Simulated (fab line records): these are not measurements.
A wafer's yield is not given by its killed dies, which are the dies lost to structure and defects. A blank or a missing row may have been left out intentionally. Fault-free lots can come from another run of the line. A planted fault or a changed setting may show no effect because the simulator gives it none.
fab line records + flow rit_cmos
record
- lots=14
- wafers=42
- last_day=7
route steps=202 shown NSD@132 PSD@152 M1@202
lots untouched by any fault: they come from a run of this same line in which no faults occurred
start_h: hours from the record's first day to the start of the lot's first wafer shown + wait_h: hours from the lot's prior step to this one + " as in the row above + L1.1+2: several wafers, shown together as one row + - no value present, or no start provided + * or withheld: withheld + < > ~ a bound
route shown NAME@n: NAME is a module with steps in the file, n the number in the route of the first one + usual: mean/standard deviation taken from wafers without a fault + same: alike in all rows + chamber/n: place in a boat + sites: the reading at each site + _std_site: the values' standard deviation + _edge_site: outer sites' mean less inner sites' + radius_mm: for every site, how far away it sits from the centre of the wafer + mask NAME#n: copy n + behind: tool/chamber where the wafer was last shaped + hold: cause of the lot's hold/its duration in hours/its outcome + device: names the non-switching transistor (n, p or np) + end of line: the route-end tests of the same wafers + a step without rows: its recipe alone + killed: at the first sort, the dies lost to defects and structure; wafer yield is something else + map: the dies of a wafer, with x for killed, . for not killed, _ for no die there
set.NAME: the setting the step ran with; set.NAME@STEP: the setting that earlier step ran with + model.NAME: the simulator's own value behind a step, which no gauge read
one table for each step of the route and one row for each wafer, over a sample of lots
## steps
# step RIT_NSD_COAT_01
# recipe
- resist=NOVOLAK
- spin_rpm=3250
- resist_thk_nm=1000
# usual
- chill_plate_temp_C=23.00/0.1
- dispense_pressure_kPa=46.0/2.4
| lot.wafer | tool           | chamber | start_h | wait_h | chill_plate_temp_C | dispense_pressure_kPa |
|-----------|----------------|---------|---------|--------|--------------------|-----------------------|
| L965.2    | litho_track-02 | 0       | 57.64   | 0.1    | 22.89              | 48.0                  |
| L965.4    | "              | 0       | "       | "      | 22.93              | 48.0                  |
| L965.6    | "              | 0       | "       | "      | 22.92              | 48.0                  |
| L966.3    | litho_track-04 | 0       | 65.52   | 0.1    | 23.11              | 47.4                  |
| L966.4    | "              | 0       | "       | "      | 22.88              | 47.3                  |
| L966.5    | "              | 0       | "       | "      | 23.18              | 47.4                  |
| L968.1    | litho_track-02 | 0       | 78.41   | 0.1    | 22.84              | 48.0                  |
| L968.2    | "              | 0       | "       | "      | 22.84              | 48.0                  |
| L968.5    | "              | 0       | "       | "      | 22.71              | 48.0                  |
| L969.1    | litho_track-04 | 0       | 80.51   | 0.1    | 22.96              | 47.3                  |
| L969.2    | "              | 0       | "       | "      | 22.99              | 47.3                  |
| L969.6    | "              | 0       | "       | "      | 23.01              | 47.4                  |
| L971.2    | litho_track-01 | 0       | 88.58   | 0.1    | 22.91              | 42.7                  |
| L971.3    | "              | 0       | "       | "      | 22.92              | 42.7                  |
| L971.6    | "              | 0       | "       | "      | 22.83              | 42.7                  |
| L973.1    | litho_track-02 | -       | 101.25  | 0.1    | -                  | -                     |
| L973.2    | "              | -       | "       | "      | -                  | -                     |
| L973.6    | "              | -       | "       | "      | -                  | -                     |
| L974.1    | litho_track-02 | -       | 106.54  | 0.1    | -                  | -                     |
| L974.3    | "              | -       | "       | "      | -                  | -                     |
| L974.5    | "              | -       | "       | "      | -                  | -                     |
| L979.3    | litho_track-02 | 0       | 127.00  | 0.1    | 23.25              | 47.9                  |
| L979.4    | "              | 0       | "       | "      | 23.00              | 48.0                  |
| L979.5    | "              | 0       | "       | "      | 23.13              | 48.0                  |
| L980.1    | litho_track-02 | 0       | 132.50  | 0.1    | 22.96              | 48.0                  |
| L980.2    | "              | 0       | "       | "      | 22.85              | 47.9                  |
| L980.6    | "              | 0       | "       | "      | 22.86              | 48.0                  |
| L982.1    | litho_track-01 | 0       | 146.48  | 0.1    | 23.08              | 42.7                  |
| L982.4    | "              | 0       | "       | "      | 22.95              | 42.7                  |
| L982.6    | "              | 0       | "       | "      | 23.00              | 42.7                  |
| L983.1    | litho_track-04 | 0       | 151.84  | 0.1    | 22.78              | 47.3                  |
| L983.5    | "              | 0       | "       | "      | 22.95              | 47.4                  |
| L983.6    | "              | 0       | "       | "      | 22.90              | 47.3                  |
| L984.2    | litho_track-01 | 0       | 153.17  | 0.1    | 22.99              | 42.7                  |
| L984.3    | "              | 0       | "       | "      | 23.11              | 42.7                  |
| L984.4    | "              | 0       | "       | "      | 22.99              | 42.7                  |
| L985.2    | litho_track-04 | 0       | 158.66  | 0.1    | 23.16              | 47.3                  |
| L985.4    | "              | 0       | "       | "      | 23.05              | 47.3                  |
| L985.5    | "              | 0       | "       | "      | 22.99              | 47.4                  |
| L986.3    | litho_track-02 | 0       | 167.21  | 0.1    | 23.00              | 48.0                  |
| L986.4    | "              | 0       | "       | "      | 23.08              | 48.0                  |
| L986.5    | "              | 0       | "       | "      | 23.12              | 48.0                  |
# step RIT_NSD_OVL_MEAS_06
# usual
- NSD_OVL=-0.2/1.3
| lot.wafer | tool       | chamber | start_h | wait_h | NSD_OVL[nm] |
|-----------|------------|---------|---------|--------|-------------|
| L965.2    | overlay-02 | -       | 58.32   | -      | 0.4         |
| L965.4    | "          | -       | "       | "      | 0.1         |
| L965.6    | "          | -       | "       | "      | -1.4        |
| L966.3    | overlay-02 | -       | 66.30   | -      | 1.7         |
| L966.4    | "          | -       | "       | "      | 1.0         |
| L966.5    | "          | -       | "       | "      | 0.8         |
| L968.1    | overlay-01 | -       | 79.23   | -      | 2.5         |
| L968.2    | "          | -       | "       | "      | 1.5         |
| L968.5    | "          | -       | "       | "      | 0.1         |
| L969.1    | overlay-01 | -       | 81.21   | -      | 0.1         |
| L969.2    | "          | -       | "       | "      | 0.9         |
| L969.6    | "          | -       | "       | "      | -0.7        |
| L971.2    | overlay-01 | -       | 89.38   | -      | -2.8        |
| L971.3    | "          | -       | "       | "      | -0.1        |
| L971.6    | "          | -       | "       | "      | -2.1        |
| L973.1    | overlay-02 | -       | 102.07  | -      | -           |
| L973.2    | "          | -       | "       | "      | -           |
| L973.6    | "          | -       | "       | "      | -           |
| L974.1    | overlay-02 | -       | 107.36  | -      | -           |
| L974.3    | "          | -       | "       | "      | -           |
| L974.5    | "          | -       | "       | "      | -           |
| L979.3    | overlay-02 | -       | 127.66  | -      | -1.8        |
| L979.4    | "          | -       | "       | "      | -0.9        |
| L979.5    | "          | -       | "       | "      | -2.1        |
| L980.1    | overlay-02 | -       | 133.32  | -      | -2.8        |
| L980.2    | "          | -       | "       | "      | -1.7        |
| L980.6    | "          | -       | "       | "      | -2.3        |
| L982.1    | overlay-01 | -       | 147.29  | -      | 1.6         |
| L982.4    | "          | -       | "       | "      | 1.5         |
| L982.6    | "          | -       | "       | "      | 2.3         |
| L983.1    | overlay-01 | -       | 152.67  | -      | 0.2         |
| L983.5    | "          | -       | "       | "      | 0.9         |
| L983.6    | "          | -       | "       | "      | -0.3        |
| L984.2    | overlay-02 | -       | 153.98  | -      | 0.0         |
| L984.3    | "          | -       | "       | "      | 0.7         |
| L984.4    | "          | -       | "       | "      | -0.5        |
| L985.2    | overlay-01 | -       | 159.47  | -      | -0.1        |
| L985.4    | "          | -       | "       | "      | 1.1         |
| L985.5    | "          | -       | "       | "      | 0.5         |
| L986.3    | overlay-01 | -       | 167.94  | -      | -0.2        |
| L986.4    | "          | -       | "       | "      | 0.2         |
| L986.5    | "          | -       | "       | "      | 0.4         |
# step RIT_PSD_TW_MEAS_10
# usual
- PSD_TW=3437/24
| lot.wafer | tool          | chamber | start_h | wait_h | PSD_TW |
|-----------|---------------|---------|---------|--------|--------|
| L965.2    | film_metro-03 | -       | 60.38   | 0.1    | 3452   |
| L965.4    | "             | -       | "       | "      | 3465   |
| L965.6    | "             | -       | "       | "      | 3455   |
| L966.3    | film_metro-03 | -       | 68.24   | 0.1    | 3435   |
| L966.4    | "             | -       | "       | "      | 3457   |
| L966.5    | "             | -       | "       | "      | 3457   |
| L968.1    | film_metro-04 | -       | 81.42   | 0.1    | 3429   |
| L968.2    | "             | -       | "       | "      | 3435   |
| L968.5    | "             | -       | "       | "      | 3439   |
| L969.1    | film_metro-03 | -       | 83.14   | 0.1    | 3429   |
| L969.2    | "             | -       | "       | "      | 3415   |
| L969.6    | "             | -       | "       | "      | 3433   |
| L971.2    | film_metro-03 | -       | 91.44   | 0.1    | 3464   |
| L971.3    | "             | -       | "       | "      | 3445   |
| L971.6    | "             | -       | "       | "      | 3455   |
| L973.1    | film_metro-04 | -       | 104.14  | 0.1    | 3654   |
| L973.2    | "             | -       | "       | "      | 3631   |
| L973.6    | "             | -       | "       | "      | 3634   |
| L974.1    | film_metro-03 | -       | 109.30  | 0.1    | 3669   |
| L974.3    | "             | -       | "       | "      | 3659   |
| L974.5    | "             | -       | "       | "      | 3673   |
| L979.3    | film_metro-02 | -       | 129.72  | 0.1    | 3392   |
| L979.4    | "             | -       | "       | "      | 3415   |
| L979.5    | "             | -       | "       | "      | 3396   |
| L980.1    | film_metro-04 | -       | 135.26  | 0.1    | 3478   |
| L980.2    | "             | -       | "       | "      | 3463   |
| L980.6    | "             | -       | "       | "      | 3471   |
| L982.1    | film_metro-02 | -       | 149.34  | 0.1    | 3398   |
| L982.4    | "             | -       | "       | "      | 3407   |
| L982.6    | "             | -       | "       | "      | 3424   |
| L983.1    | film_metro-03 | -       | 154.62  | 0.1    | 3429   |
| L983.5    | "             | -       | "       | "      | 3446   |
| L983.6    | "             | -       | "       | "      | 3419   |
| L984.2    | film_metro-03 | -       | 155.99  | 0.1    | 3441   |
| L984.3    | "             | -       | "       | "      | 3442   |
| L984.4    | "             | -       | "       | "      | 3456   |
| L985.2    | film_metro-02 | -       | 161.54  | 0.1    | 3403   |
| L985.4    | "             | -       | "       | "      | 3421   |
| L985.5    | "             | -       | "       | "      | 3420   |
| L986.3    | film_metro-02 | -       | 170.01  | 0.1    | 3426   |
| L986.4    | "             | -       | "       | "      | 3431   |
| L986.5    | "             | -       | "       | "      | 3409   |
# step RIT_M1_PROBE_99
# usual
- killed_at_contacts=0.0/0.2
- killed_at_front_end=6.6/2.9
- killed_dies=6.6/3
- killed_on_rim=1.7/1.4
- killed_open=3.4/2
- killed_short=3.2/2
# same
- gross_dies=264
- killed_at_M0_to_M3=0
- killed_at_M4_up=0
- killed_at_back_side=0
- killed_at_other=0
| lot.wafer | tool      | chamber | start_h | wait_h | killed_at_contacts | killed_at_front_end | killed_dies | killed_on_rim | killed_open | killed_short |
|-----------|-----------|---------|---------|--------|--------------------|---------------------|-------------|---------------|-------------|--------------|
| L973.1    | prober-02 | -       | 112.28  | 0.1    | 0                  | 264                 | 264         | 70            | 5           | 3            |
| L973.2    | prober-02 | -       | 112.33  | 0.1    | 0                  | 264                 | 264         | 70            | 1           | 1            |
| L973.6    | prober-02 | -       | 112.53  | 0.2    | 0                  | 264                 | 264         | 70            | 6           | 0            |
| L974.1    | prober-01 | -       | 117.65  | 0.1    | 0                  | 264                 | 264         | 70            | 5           | 3            |
| L974.3    | prober-01 | -       | 117.75  | 0.2    | 0                  | 264                 | 264         | 70            | 2           | 4            |
| L974.5    | prober-01 | -       | 117.85  | 0.2    | 0                  | 264                 | 264         | 70            | 2           | 6            |
# killed by level:class
L973.1 NSD:area_expose=256 SPACER:geometric_particle:open=2 FOX2:geometric_particle:open=1 FOX2:geometric_particle:short=1 GATE:geometric_particle:short=1 GATE:geometric_particle:open=1 REOX:geometric_particle:open=1 SPACER:geometric_particle:short=1
L973.2 NSD:area_expose=262 FOX2:geometric_particle:short=1 GATE:geometric_particle:open=1
L973.6 NSD:area_expose=258 GATE:geometric_particle:open=4 SPACER:geometric_particle:open=1 SILICIDE:geometric_particle:open=1
L974.1 NSD:area_expose=256 GATE:geometric_particle:open=2 SILICIDE:geometric_particle:short=2 FOX1:geometric_particle:open=1 GATE:geometric_particle:short=1 REOX:geometric_particle:open=1 SILICIDE:geometric_particle:open=1
L974.3 NSD:area_expose=258 FOX1:geometric_particle:open=2 SILICIDE:geometric_particle:short=2 GATE:geometric_particle:short=1 REOX:geometric_particle:short=1
L974.5 NSD:area_expose=256 FOX1:geometric_particle:short=3 GATE:geometric_particle:short=3 GATE:geometric_particle:open=2
## key
first_sign
- step=RIT_NSD_COAT_01
- reading=tool_record
- direction=missing
effect
- step=RIT_NSD_OVL_MEAS_06
- reading=NSD_OVL
- direction=missing
effect
- step=RIT_PSD_TW_MEAS_10
- reading=PSD_TW
- direction=up
- sigmas=9
- usual=3437
- struck=3653
effect
- step=RIT_M1_PROBE_99
- reading=killed_at_front_end
- direction=up
- sigmas=88
- usual=6.6
- struck=264
more_kills_born_at
- RIT_NSD_EXPOSE_03@iline_stepper-02=776
- RIT_NSD_EXPOSE_03@iline_stepper-01=770
met_at RIT_NSD_COAT_01
struck_lots L973,L974
tester_left_out L973,L974
onset_between 78.41 101.25
fault
- kind=skipped_step_whole
- tool=litho_track-02
- chamber=-
- onset_h=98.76
- steps=RIT_NSD_COAT_01
- scope=struck_lots_only
# tester_left_out: of these lots the tester's yield and bins aren't shown, on N5 and GAA mostly nor the transistor test; their killed dies are dies lost to structure and defects alone, not to doping, threshold or leakage, so they don't give the yield
